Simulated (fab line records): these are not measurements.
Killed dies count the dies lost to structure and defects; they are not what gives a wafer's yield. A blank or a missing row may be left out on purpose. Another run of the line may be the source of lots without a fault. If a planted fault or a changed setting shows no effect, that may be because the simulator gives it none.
2 desks looking at one fault | flow ritCmos | each desk has only its own numbers; what lay behind them comes last

## THE METROLOGY DESK
What the gauges read for every lot (on any tool): the sampled wafers with a number, averaged. Any lot whose mean is over 4 standard deviations away from the usual mean is out of limits and marked OUT; that distance is given in the brackets.
Columns: A = FOX2_OXIDE_THK at RIT_FOX2_THK_MEAS_01, usual 354 nm; B = REOX_OXIDE_THK at RIT_REOX_THK_MEAS_04, usual 25.0 nm; C = CONTACT_TEOS_THK at RIT_CONTACT_THK_MEAS_01, usual 399 nm
lot  | first seen here | A   | B    | C
L847 | day 1 19:03     | 359 | 24.7 | 401
L848 | day 1 23:29     | 355 | 25.3 | 401
L849 | day 2 05:43     | 349 | 25.2 | 404
L850 | day 2 09:40     | 359 | 25.6 | 400
L852 | day 2 23:24     | 359 | 25.4 | 395
L853 | day 3 01:55     | 356 | 25.0 | 440 (+7.6) OUT
L856 | day 3 15:30     | 360 | 24.8 | 438 (+7.3) OUT
L860 | day 4 11:52     | 357 | 24.7 | 399
L863 | day 5 02:46     | 349 | 25.9 | 399
L864 | day 5 10:23     | 347 | 24.5 | 397
L867 | day 6 00:10     | 347 | 24.1 | 401
L868 | day 6 03:41     | 353 | 25.5 | 402
L869 | day 6 09:19     | 356 | 24.5 | 397
L870 | day 6 16:19     | 349 | 25.4 | 390
Finding of this desk: L853, L856 out of limits, first seen on L853 at day 4 09:49 (CONTACT_TEOS_THK at RIT_CONTACT_THK_MEAS_01). L847, L848, L849, L850, L852, L860, L863, L864, L867, L868, L869, L870 stayed within limits.

## AT THE TOOL OWNER'S DESK: pecvd-04
The tool's own readings at RIT_CONTACT_CVD_00 (deposits SiO2 from TEOS, target thk 400 nm, time 61 s): means of the sampled wafers that have a number, for each lot that ran on this tool. Any lot whose mean is over 4 standard deviations away from the usual mean is out of limits and marked OUT; that distance is given in the brackets.
Columns: A = heaterPowerW at RIT_CONTACT_CVD_00, usual 296 W; B = rfFwdPowerW at RIT_CONTACT_CVD_00, usual 396.3 W
lot  | first seen here | A   | B
L847 | day 3 02:42     | 290 | 397.3
L850 | day 3 17:13     | 311 | 395.5
L853 | day 4 09:45     | 245 | 554.8 (+99 or more) OUT
L856 | day 4 22:46     | 227 | 555.6 (+99 or more) OUT
L868 | day 7 13:38     | 289 | 395.8
This desk's verdict: out of limits on L853, L856, starting with L853 at day 4 09:45 (rfFwdPowerW at RIT_CONTACT_CVD_00). L847, L850, L868 stayed within limits.

## ALL TOGETHER
The tool owner's desk had the chance to raise an alarm at day 4 09:45 on L853, L856.
At day 4 09:49 the metrology desk could have sounded an alarm, on L853, L856.
On pecvd-04, each named lot ran RIT_CONTACT_CVD_00.

## WHAT HAD BEEN PUT IN BY THE SIMULATOR
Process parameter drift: pecvd-04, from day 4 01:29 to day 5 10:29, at RIT_CONTACT_CVD_00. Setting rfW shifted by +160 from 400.
Struck lots among those shown: L853, L856.
Hours from the fault's start to each desk's first reading out of limits: the tool owner's desk, 8; the metrology desk, 8.
